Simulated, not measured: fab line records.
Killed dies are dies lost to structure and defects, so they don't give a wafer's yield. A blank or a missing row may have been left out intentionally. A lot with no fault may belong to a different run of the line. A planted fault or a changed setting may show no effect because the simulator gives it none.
A lot that was struck, set against a sound lot -- flow ritCmos -- 18 steps out of a route of 202
Sound: the wafers L185.1, L185.4, L185.6. Wafers struck: L191.2, L191.4, L191.6. The cause comes at the end.
Per side, at each step with rows, come the tool, then ch with its chambers, and then its first start. Under that, the readings that differ: sound wafers -- struck wafers -- difference of the means -- sigmas: that difference in standard deviations of wafers without a fault.
alike: words and numbers the same on both sides, and readings whose means are apart by under 2 such deviations; not compared: readings that were withheld, readings missing a value for some wafer, numbers with overlapping values and no deviation given by the record, and bounds like >300 which may hide the same value.
Wherever a step has rows on one side only, a row that says differs or no value, or a row with sigmas, the two part there. Numbers that have no deviation but don't overlap get no sigmas and don't part them. A reading missing from all wafers of one side parts the sides only when that side holds two or more wafers.

first, 1 step without rows for these wafers: RIT_GATE_CLEAN_04 (cleans in dHF, time 60 s).
RIT_FOX2_THK_MEAS_91:
  struck on filmMetro-03, day 7 03:20; sound on filmMetro-03, day 5 18:20
  alike: FIELD_OXIDE_LEFT_2_THK
then, 2 steps without rows for these wafers: RIT_GATE_OXIDATION_05 (target thk 3 nm, ox time 270 s); RIT_GATE_ANNEAL_06 (time 600 s).
RIT_GATE_THK_MEAS_07:
  struck on filmMetro-03, day 7 07:54; sound on filmMetro-01, day 5 21:38
  alike: GATE_OXIDE_THK
then, 1 step without rows for these wafers: RIT_GATE_CVD_08 (deposits poly-Si from SiH4, target thk 250 nm, time 2220 s).
RIT_GATE_THK_MEAS_09:
  struck on filmMetro-04, day 7 09:34; sound on filmMetro-01, day 5 23:19
reading,sound,struck,difference,sigmas
GATE_POLY_THK (nm),244.2 245.2 244.6,239.5 238.4 239.8,-5.4,-2
then, 5 steps without rows for these wafers: RIT_GATE_HMDS_10 (prime time 60 s); RIT_GATE_COAT_11 (resist thk 850 nm); RIT_GATE_SOFTBAKE_12 (time 60 s); RIT_GATE_EXPOSE_13 (exposes mask M6, target cd 150 nm); RIT_GATE_PEB_14.
RIT_GATE_DEVELOP_15: develop time 50 s.
  sound on lithoTrack-03 ch 0, day 6 00:00; struck on lithoTrack-03 ch 0, day 7 10:00
  alike: chillPlateTempC
RIT_GATE_OVL_MEAS_17:
  struck on overlay-02, day 7 10:44; sound on overlay-02, day 6 00:21
  alike: GATE_OVL
then, 1 step without rows for these wafers: RIT_GATE_HARDBAKE_18 (time 60 s).
RIT_GATE_ETCH_19: etches poly-Si in SF6/CHF3/O2, stops on SiO2, time 165 s, target depth 312.5 nm.
  sound on rieSi-02 ch 1,3, day 6 00:32; struck on rieSi-02 ch 1,3, day 7 10:55
  alike: drypumpMotorCurrentA, oesProductAu, throttleValvePct
  not compared: rfHoursCounterH
RIT_GATE_STRIP_20: strips in O2, time 180 s.
  sound on plasmaAsher-03 ch 0,1, day 6 00:38; struck on plasmaAsher-01 ch 1, day 7 11:01
  alike: drypumpMotorCurrentA
  not compared: rfHoursCounterH
RIT_M1_PROBE_99:
  only the struck wafers here have rows in the record (prober-01, day 8 07:25); the sound ones have none

WHERE THEY PART
At RIT_GATE_THK_MEAS_09 first; at RIT_M1_PROBE_99 last (within this record only).

WHY: the cause the simulator had injected
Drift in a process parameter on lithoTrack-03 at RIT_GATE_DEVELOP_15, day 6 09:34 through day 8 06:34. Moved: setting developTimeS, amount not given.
